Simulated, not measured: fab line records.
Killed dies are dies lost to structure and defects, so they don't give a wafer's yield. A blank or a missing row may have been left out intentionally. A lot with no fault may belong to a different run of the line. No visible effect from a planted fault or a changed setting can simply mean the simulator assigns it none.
fab line records	flow rit_cmos
record: lots: 6	wafers: 18	last_day: 7
route steps=202 shown NWELL@38 PWELL@39 WELLDRIVE@50 NRETRO@53 M1@202
lots that met no fault: from a run of the same line without faults
start_h: the number of hours between the record's first day and the start of the first shown wafer of the lot	wait_h: hours since the lot's step before	" identical to the entry in the row above	L1.1+2: several wafers, shown together as one row	- no value present, or no start provided	* or withheld: withheld	< > ~ a bound
route shown NAME@n: NAME is a module with steps in the file, n the number in the route of the first one	usual: mean and standard deviation over wafers with no fault	same: alike in all rows	chamber/n: place in a boat	sites: each site's reading	_std_site: how widely they spread, as a standard deviation	_edge_site: outer sites' mean less inner sites'	radius_mm: how far each site lies from the wafer's centre	mask NAME#n: copy n	behind: tool/chamber where the wafer was last shaped	hold: what put the lot on hold/how long, in hours/how the hold closed	device: transistor that didn't switch, given as n, p or np	end of line: the same wafers' tests at the end of the route	where a step has no rows: the recipe by itself	killed: count of dies lost to structure and defects at first sort (not the wafer's yield)	map: per-die view of a wafer (x killed, . not killed, _ where there is no die)
set.NAME: the setting the step ran with; set.NAME@STEP: the setting that earlier step ran with	model.NAME: the simulator's own value behind a step, which no gauge read
certain route steps with their lots: each step a table, each wafer a row
services: a tool's chamber out of use, with start hour (start_h, from the record's first day; less than 0 if before it), hours out, and reason
== steps ==
step: RIT_NWELL_TW_MEAS_10
usual: NWELL_TW: 2128/20
lot.wafer	tool	chamber	start_h	wait_h	NWELL_TW
L642.1	film_metro-04	-	57.09	0.1	2152
L642.2	"	-	"	"	2148
L642.6	"	-	"	"	2136
L643.1	film_metro-02	-	63.99	0.1	2095
L643.5	"	-	"	"	2101
L643.6	"	-	"	"	2090
L654.1	film_metro-01	-	117.42	0.1	2132
L654.2	"	-	"	"	2149
L654.5	"	-	"	"	2152
L655.3	film_metro-01	-	123.26	0.1	2142
L655.5	"	-	"	"	2134
L655.6	"	-	"	"	2141
L657.1	film_metro-01	-	131.41	0.1	2136
L657.5	"	-	"	"	2146
L657.6	"	-	"	"	2141
L658.3	film_metro-04	-	138.23	0.1	2134
L658.4	"	-	"	"	2140
L658.5	"	-	"	"	2142
step: RIT_PWELL_HMDS_00
recipe: prime_time_s: 60	prime_temp_c: 140
step: RIT_PWELL_COAT_01
recipe: resist: NOVOLAK	spin_rpm: 2000	resist_thk_nm: 1300
step: RIT_PWELL_SOFTBAKE_02
recipe: resist: NOVOLAK	temp_c: 90	time_s: 60
step: RIT_PWELL_EXPOSE_03
recipe: mask_id: M3	na: 0.57	target_cd_nm: 43700	dose_mj: 250
step: RIT_PWELL_PEB_04
recipe: resist: NOVOLAK	temp_c: withheld	time_s: withheld
step: RIT_PWELL_DEVELOP_05
recipe: resist: NOVOLAK	develop_time_s: 68	dev_temp_c: 23
step: RIT_PWELL_OVL_MEAS_06
usual: PWELL_OVL: 0.7/1.5
lot.wafer	tool	chamber	start_h	wait_h	PWELL_OVL[nm]
L642.1	overlay-01	-	58.05	-	0.9
L642.2	"	-	"	"	-0.1
L642.6	"	-	"	"	1.7
L643.1	overlay-02	-	65.11	-	-0.8
L643.5	"	-	"	"	-1.1
L643.6	"	-	"	"	-1.1
L654.1	overlay-02	-	118.70	-	-1.1
L654.2	"	-	"	"	-1.6
L654.5	"	-	"	"	-0.2
L655.3	overlay-01	-	124.29	-	0.4
L655.5	"	-	"	"	0.9
L655.6	"	-	"	"	2.2
L657.1	overlay-02	-	132.35	-	0.9
L657.5	"	-	"	"	-0.2
L657.6	"	-	"	"	0.9
L658.3	overlay-02	-	139.18	-	0.2
L658.4	"	-	"	"	-1.1
L658.5	"	-	"	"	1.2
step: RIT_PWELL_HARDBAKE_07
recipe: resist: NOVOLAK	temp_c: 140	time_s: 120
step: RIT_PWELL_IMPLANT_08
recipe: species: B	energy_kev: 170	dose_cm2: 7e+13	tilt_deg: 7
step: RIT_PWELL_STRIP_09
recipe: chemistry: O2	time_s: 180	resist: NOVOLAK	platen_temp_c: withheld	power_w: 500	pressure_mtorr: 4000	o2_flow_sccm: 4000
usual: drypump_motor_current_A: 5.5/0.48
lot.wafer	tool	chamber	start_h	wait_h	drypump_motor_current_A	rf_hours_counter_h
L642.1	plasma_asher-03	1	58.49	0.1	5.5	41
L642.2	"	0	"	"	5.7	41
L642.6	"	0	"	"	5.7	-
L643.1	plasma_asher-03	0	65.55	0.1	5.7	42
L643.5	"	0	"	"	5.7	-
L643.6	"	1	"	"	5.5	-
L654.1	plasma_asher-04	1	119.13	0.1	6.0	34
L654.2	"	0	"	"	5.5	34
L654.5	"	1	"	"	6.0	-
L655.3	plasma_asher-04	1	124.77	0.1	6.0	-
L655.5	"	0	"	"	5.5	-
L655.6	"	1	"	"	6.0	-
L657.1	plasma_asher-04	1	132.83	0.1	6.0	36
L657.5	"	1	"	"	6.1	-
L657.6	"	0	"	"	5.5	-
L658.3	plasma_asher-01	1	139.66	0.1	6.0	-
L658.4	"	0	"	"	4.6	-
L658.5	"	0	"	"	4.6	-
step: RIT_PWELL_TW_MEAS_10
usual: PWELL_TW: 946/8.9
lot.wafer	tool	chamber	start_h	wait_h	PWELL_TW
L642.1	film_metro-04	-	58.66	0.1	948
L642.2	"	-	"	"	949
L642.6	"	-	"	"	944
L643.1	film_metro-04	-	65.72	0.1	950
L643.5	"	-	"	"	952
L643.6	"	-	"	"	948
L654.1	film_metro-04	-	119.31	0.1	948
L654.2	"	-	"	"	955
L654.5	"	-	"	"	954
L655.3	film_metro-01	-	124.90	0.1	947
L655.5	"	-	"	"	951
L655.6	"	-	"	"	956
L657.1	film_metro-02	-	133.00	0.1	932
L657.5	"	-	"	"	932
L657.6	"	-	"	"	935
L658.3	film_metro-01	-	139.80	0.1	948
L658.4	"	-	"	"	951
L658.5	"	-	"	"	957
step: RIT_WELLDRIVE_ANNEAL_00
recipe: temp_c: 1100	time_s: 14700	ambient: N2
usual: spike_tc_centre_C: 1102.6/1.1	spike_tc_load_C: 1129.1/1.8	spike_tc_source_C: 1128.3/2	tube_center_temp_C: 1100/0.1	tube_center_temp_C_max: 1102.8/0.48	zone_power_load_pct: 45.2/2.4
lot.wafer	tool	chamber	start_h	wait_h	spike_tc_centre_C	spike_tc_load_C	spike_tc_source_C	tube_center_temp_C	tube_center_temp_C_max	zone_power_load_pct
L642.1	furnace-01	0	58.72	0.1	1123.8	1152.7	1150.9	1121.9	1124.5	50.4
L642.2	"	0	"	"	1125.8	1153.7	1149.0	1122	1124.4	49.5
L642.6	"	0	"	"	1124.9	1152.6	1147.8	1122.1	1125.3	49.9
L643.1	furnace-01	0	65.78	0.1	1124.1	1151.6	1148.8	1121.9	1124.7	49.9
L643.5	"	0	"	"	1125.2	1153.8	1148.6	1122	1124.5	50.7
L643.6	"	0	"	"	1123.6	1151.9	1149.6	1122	1125.2	50.2
L654.1	furnace-04	0	119.37	0.1	1102.0	1129.6	1130.5	1099.9	1102.6	42.0
L654.2	"	0	"	"	1102.9	1127.7	1131.4	1100.1	1102.9	42.6
L654.5	"	0	"	"	1102.6	1129.8	1130.4	1100	1103.0	42.1
L655.3	furnace-04	0	124.94	0.0	1102.1	1128.6	1132.3	1100.1	1102.7	42.2
L655.5	"	0	"	"	1100.1	1128.4	1131.8	1100.1	1102.7	42.5
L655.6	"	0	"	"	1104.0	1128.4	1130.8	1100	1102.1	43.0
L657.1	furnace-01	0	133.06	0.1	1104.8	1129.3	1127.9	1100	1102.3	47.9
L657.5	"	0	"	"	1103.0	1130.6	1127.3	1100.1	1103.1	49.0
L657.6	"	0	"	"	1101.9	1132.0	1127.0	1100	1103.1	48.5
L658.3	furnace-01	0	139.84	0.0	1102.1	1129.2	1126.1	1100	1102.9	47.8
L658.4	"	0	"	"	1103.4	1129.3	1125.4	1099.9	1102.7	47.7
L658.5	"	0	"	"	1104.5	1129.1	1128.4	1099.9	1103.1	48.0
step: RIT_WELLDRIVE_RS_MEAS_01
recipe: thk_meas_gauge: four-point-probe
usual: NWELL_RS: 275.5/0.7
lot.wafer	tool	chamber	start_h	wait_h	NWELL_RS[ohm/sq]
L642.1	film_metro-04	-	63.80	0.0	251.6
L642.2	"	-	"	"	251.9
L642.6	"	-	"	"	251.7
L643.1	film_metro-04	-	70.87	0.0	253.4
L643.5	"	-	"	"	253.3
L643.6	"	-	"	"	253.6
L654.1	film_metro-04	-	124.45	0.0	274.9
L654.2	"	-	"	"	275.4
L654.5	"	-	"	"	274.4
L655.3	film_metro-01	-	130.07	0.0	276.2
L655.5	"	-	"	"	276.4
L655.6	"	-	"	"	277.0
L657.1	film_metro-01	-	138.15	0.0	274.8
L657.5	"	-	"	"	274.8
L657.6	"	-	"	"	275.2
L658.3	film_metro-02	-	144.96	0.0	275.6
L658.4	"	-	"	"	274.6
L658.5	"	-	"	"	275.5
step: RIT_WELLDRIVE_RS_MEAS_02
recipe: thk_meas_gauge: four-point-probe
usual: PWELL_RS: 429.1/1.1
lot.wafer	tool	chamber	start_h	wait_h	PWELL_RS[ohm/sq]
L642.1	film_metro-04	-	63.92	0.1	403.9
L642.2	"	-	"	"	403.1
L642.6	"	-	"	"	403.6
L643.1	film_metro-04	-	70.99	0.1	405.3
L643.5	"	-	"	"	404.4
L643.6	"	-	"	"	404.3
L654.1	film_metro-04	-	124.57	0.1	430.8
L654.2	"	-	"	"	429.2
L654.5	"	-	"	"	429.5
L655.3	film_metro-01	-	130.19	0.1	429.1
L655.5	"	-	"	"	430.4
L655.6	"	-	"	"	429.5
L657.1	film_metro-01	-	138.27	0.1	428.4
L657.5	"	-	"	"	428.7
L657.6	"	-	"	"	429.0
L658.3	film_metro-02	-	145.08	0.1	429.8
L658.4	"	-	"	"	430.3
L658.5	"	-	"	"	429.7
step: RIT_NRETRO_HMDS_00
recipe: prime_time_s: 60	prime_temp_c: 140
step: RIT_M1_PROBE_99
usual: killed_at_M0_to_M3: 0.0/0.12	killed_at_contacts: 0.1/0.34	killed_at_front_end: 7.0/2.9	killed_dies: 7.2/2.9	killed_open: 3.6/1.9	killed_short: 3.5/2.1
same: gross_dies: 264	killed_at_M4_up: 0	killed_at_back_side: 0	killed_at_other: 0
lot.wafer	tool	chamber	start_h	wait_h	killed_at_M0_to_M3	killed_at_contacts	killed_at_front_end	killed_dies	killed_open	killed_short	model.etest.pmos_0p3.r_on_ohm_um	model.etest.nmos_0p3.r_on_ohm_um	model.etest.nwell_pinched.rs_ohm_sq	model.etest.pwell_pinched.rs_ohm_sq	model.etest.pwell.rs_ohm_sq	model.etest.nmos_turned.drive_ua_um	model.etest.nmos_0p15.drive_ua_um	model.etest.nmos_narrow.drive_ua_um
L642.1	prober-02	-	95.38	0.1	0	0	6	6	4	2	6183	2099	294.6	415.8	382.5	339.7	480	240.2
L642.2	prober-02	-	95.43	0.1	0	0	11	11	7	4	6133	2116	302.3	424.1	381.9	333.5	484.2	246.2
L642.6	prober-02	-	95.63	0.2	0	0	2	2	0	2	6056	2099	300.1	417.1	381.8	340.1	486.1	244.2
L643.1	prober-01	-	103.65	0.1	1	0	9	10	4	6	6235	2104	298	429.1	391	334.2	462.2	244.9
L643.5	prober-01	-	103.85	0.2	0	0	5	5	4	1	6242	2097	298.6	431.3	390.4	331.4	460.5	242.6
L643.6	prober-01	-	103.90	0.2	0	0	8	8	2	6	6254	2070	298.4	425.2	391.3	335.5	465.7	249.8
L654.1	prober-02	-	156.02	0.1	0	0	4	4	1	3	6513	2199	341.2	471.1	419.7	323.9	472.5	219.3
L654.2	prober-02	-	156.07	0.1	0	0	7	7	5	2	6522	2172	330.4	455.7	417.2	321.9	454.9	218.4
L654.5	prober-02	-	156.22	0.2	0	1	4	5	3	1	6532	2173	327.6	454.8	419	320	462.3	216.7
L655.3	prober-01	-	162.26	0.2	0	0	5	5	2	3	6094	2091	335.8	457.1	420.9	339.1	485.1	234.8
L655.5	prober-01	-	162.36	0.2	0	1	4	5	2	3	6327	2159	336.4	456.6	419	328.3	457.5	226.7
L655.6	prober-01	-	162.41	0.2	0	0	7	7	4	3	6214	2169	347	472.2	423	332.4	476.1	236.6
L657.1	prober-01	-	169.36	0.1	0	0	9	9	7	2	6489	2201	339.2	460.2	415.6	333.2	473.3	220.3
L657.5	prober-01	-	169.56	0.2	0	0	7	7	4	3	6457	2206	341.2	464.2	413.6	322.2	464.4	218.6
L657.6	prober-01	-	169.61	0.2	0	1	7	8	4	3	6432	2179	337.4	459.5	412.9	332.9	466.9	219.3
L658.3	prober-02	-	175.78	0.2	0	0	12	12	4	8	6247	2188	343.9	461.1	416.4	315.6	451.2	227
L658.4	prober-02	-	175.83	0.2	0	0	3	3	1	2	6166	2154	336	457.7	413.9	314.8	460.6	227.3
L658.5	prober-02	-	175.88	0.2	0	0	7	7	4	3	6315	2218	345	463.4	416.4	309	448.9	227.9
killed by level:class
L642.1 SPACER:geometric_particle:open=3 GATE:geometric_particle:short=1 GATE:geometric_particle:open=1 SPACER:geometric_particle:short=1
L642.2 GATE:geometric_particle:short=3 REOX:geometric_particle:open=2 SPACER:geometric_particle:open=2 FOX1:geometric_particle:open=1 FOX1:geometric_particle:short=1 FOX2:geometric_particle:open=1 GATE:geometric_particle:open=1
L642.6 FOX1:geometric_particle:short=1 SPACER:geometric_particle:short=1
L643.1 GATE:geometric_particle:open=2 GATE:geometric_particle:short=2 SILICIDE:geometric_particle:short=2 REOX:geometric_particle:open=1 SPACER:geometric_particle:short=1 SILICIDE:geometric_particle:open=1 M1:geometric_particle:short=1
L643.5 GATE:geometric_particle:open=3 FOX2:geometric_particle:short=1 SPACER:geometric_particle:open=1
L643.6 GATE:geometric_particle:short=3 SPACER:geometric_particle:short=2 SILICIDE:geometric_particle:open=2 FOX1:geometric_particle:short=1
L654.1 GATE:geometric_particle:short=1 GATE:geometric_particle:open=1 SPACER:geometric_particle:short=1 SILICIDE:geometric_particle:short=1
L654.2 SILICIDE:geometric_particle:open=2 FOX1:geometric_particle:open=1 GATE:geometric_particle:open=1 REOX:geometric_particle:open=1 REOX:geometric_particle:short=1 SPACER:geometric_particle:short=1
L654.5 FOX2:geometric_particle:open=1 SPACER:geometric_particle:open=1 SILICIDE:geometric_particle:short=1 CONTACT:geometric_particle:open=1 PRETRO:coat_microbubble_printed=1
L655.3 REOX:geometric_particle:open=2 FOX2:geometric_particle:short=1 SPACER:geometric_particle:short=1 SILICIDE:geometric_particle:short=1
L655.5 GATE:geometric_particle:short=1 REOX:geometric_particle:open=1 SPACER:geometric_particle:open=1 SILICIDE:geometric_particle:short=1 CONTACT:geometric_particle:short=1
L655.6 GATE:geometric_particle:short=2 GATE:geometric_particle:open=2 FOX1:geometric_particle:open=1 SPACER:geometric_particle:short=1 SPACER:geometric_particle:open=1
L657.1 SILICIDE:geometric_particle:open=3 GATE:geometric_particle:open=2 GATE:geometric_particle:short=1 REOX:geometric_particle:open=1 SPACER:geometric_particle:short=1 SPACER:geometric_particle:open=1
L657.5 SILICIDE:geometric_particle:short=2 SILICIDE:geometric_particle:open=2 FOX1:geometric_particle:open=1 FOX2:geometric_particle:open=1 FOX2:geometric_particle:short=1
L657.6 GATE:geometric_particle:short=2 FOX1:geometric_particle:open=1 GATE:geometric_particle:open=1 SILICIDE:geometric_particle:short=1 SILICIDE:geometric_particle:open=1 CONTACT:geometric_particle:open=1 NWELL:coat_microbubble_printed=1
L658.3 GATE:geometric_particle:short=2 REOX:geometric_particle:open=2 SPACER:geometric_particle:short=2 FOX1:geometric_particle:short=1 FOX2:geometric_particle:short=1 FOX2:geometric_particle:open=1 REOX:geometric_particle:short=1 SPACER:geometric_particle:open=1
L658.4 FOX1:geometric_particle:short=1 GATE:geometric_particle:short=1 SPACER:geometric_particle:open=1
L658.5 FOX1:geometric_particle:short=1 FOX2:geometric_particle:open=1 GATE:geometric_particle:short=1 GATE:geometric_particle:open=1 REOX:geometric_particle:open=1 SPACER:geometric_particle:short=1 SPACER:geometric_particle:open=1
== services ==
tool	chamber	start_h	hours	kind
furnace-04	-	35.81	3.0	pm
plasma_asher-03	-	107.97	28.1	pm
plasma_asher-03	-	136.07	14.6	pm
plasma_asher-04	-	138.04	2.8	pm
== key ==
first_sign: step: RIT_WELLDRIVE_ANNEAL_00	reading: tube_center_temp_C	direction: up	sigmas: 99+	usual: *	struck: *
effect: step: RIT_WELLDRIVE_ANNEAL_00	reading: tube_center_temp_C_max	direction: up	sigmas: 46	usual: *	struck: *
effect: step: RIT_WELLDRIVE_RS_MEAS_01	reading: NWELL_RS	direction: down	sigmas: 33	usual: 275.5	struck: 252.6
effect: step: RIT_WELLDRIVE_RS_MEAS_02	reading: PWELL_RS	direction: down	sigmas: 23	usual: 429.1	struck: 404.1
model_effect: step: RIT_M1_PROBE_99	value: etest.pmos_0p3.r_on_ohm_um	without: 6381	struck: 6184
met_at RIT_WELLDRIVE_ANNEAL_00
struck_wafers L642.1,L642.2,L642.6,L643.1,L643.5,L643.6
tester_left_out L642,L643
fault: kind: process_parameter_drift	tool: furnace-01	chamber: -	onset_h: 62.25	steps: RIT_WELLDRIVE_ANNEAL_00	channel: temp_c	offset: *	shape: step	end_h: 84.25	acts_in: *	stated: *
tester_left_out: of these lots the tester's yield and bins aren't shown, on N5 and GAA mostly nor the transistor test; their killed dies are dies lost to structure and defects alone, not to doping, threshold or leakage, so they don't give the yield
